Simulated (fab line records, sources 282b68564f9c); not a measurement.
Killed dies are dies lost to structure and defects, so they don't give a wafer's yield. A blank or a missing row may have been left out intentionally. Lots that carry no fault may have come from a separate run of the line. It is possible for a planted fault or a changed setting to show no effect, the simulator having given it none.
The same fault as seen by 2 desks -- flow rit_cmos -- numbers are kept per desk, each desk with only its own; the story behind them comes last

## THE TOOL OWNER'S DESK: furnace-01
The tool's own readings at RIT_WELLDRIVE_ANNEAL_00 (time 14700 s): means of the sampled wafers that have a number, for each lot that ran on this tool. Marked OUT: a lot whose mean sits more than 4 standard deviations from the usual mean, which makes it out of limits; the brackets give that distance.
Columns: A = run_length_s at RIT_WELLDRIVE_ANNEAL_00, usual 18267 s; B = tube_center_temp_C at RIT_WELLDRIVE_ANNEAL_00, usual 1100 C; C = zone_power_load_pct at RIT_WELLDRIVE_ANNEAL_00, usual 38 %
lot,first seen here,A,B,C
L711,day 2 01:17,18266,1100,35
L713,day 2 08:55,18279,1100,34
L717,day 3 09:03,9442 (-99 or more) OUT,1100,35
L719,day 3 16:32,9451 (-99 or more) OUT,1100,35
This desk's finding: out of limits on L717, L719; first on L717, day 3 09:03 (run_length_s at RIT_WELLDRIVE_ANNEAL_00). In limits: L711, L713.

## FROM THE METROLOGY DESK
What the gauges read for every lot (on any tool): the sampled wafers with a number, averaged. Marked OUT: a lot whose mean sits more than 4 standard deviations from the usual mean, which makes it out of limits; the brackets give that distance.
Columns: A = NWELL_RS at RIT_WELLDRIVE_RS_MEAS_01, usual 275.4 ohm/sq; B = PWELL_RS at RIT_WELLDRIVE_RS_MEAS_02, usual 429.1 ohm/sq; C = M1_AL_THK at RIT_M1_THK_MEAS_02, usual 416 nm
lot,first seen here,A,B,C
L711,day 2 06:22,274.7,428.2,417
L712,day 2 11:20,273.8,429.5,414
L713,day 2 14:02,275.4,428.4,419
L717,day 3 14:08,321.3 (+56) OUT,476.4 (+36) OUT,419
L719,day 3 21:38,321.2 (+56) OUT,474.1 (+35) OUT,413
L724,day 4 23:24,275.2,428.6,415
L725,day 5 04:29,275.3,428.9,420
L726,day 5 08:13,275.7,428.9,421
L728,day 5 18:01,274.9,430.6,416
L731,day 6 10:34,275.9,428.0,416
L732,day 6 13:40,275.3,429.3,414
L733,day 6 19:21,275.2,429.9,421
L734,day 7 03:35,275.3,430.5,413
This desk's result: L717, L719 out of limits, first on L717 (NWELL_RS at RIT_WELLDRIVE_RS_MEAS_01), day 3 14:08. In limits: L711, L712, L713, L724, L725, L726, L728, L731, L732, L733, L734.

## PUT TOGETHER
The tool owner's desk had the chance to raise an alarm at day 3 09:03 on L717, L719.
On L717, L719, the metrology desk was in a position to raise an alarm at day 3 14:08.
RIT_WELLDRIVE_ANNEAL_00 was run on furnace-01 by each of the lots named.

## WHAT WAS PUT IN BY THE SIMULATOR
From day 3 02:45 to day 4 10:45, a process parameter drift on furnace-01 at RIT_WELLDRIVE_ANNEAL_00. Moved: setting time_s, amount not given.
Shown lots that were struck: L717, L719.
Delay (hours) between the fault's onset and each desk's first out-of-limits reading: 6 at the tool owner's desk, 11 at the metrology desk.
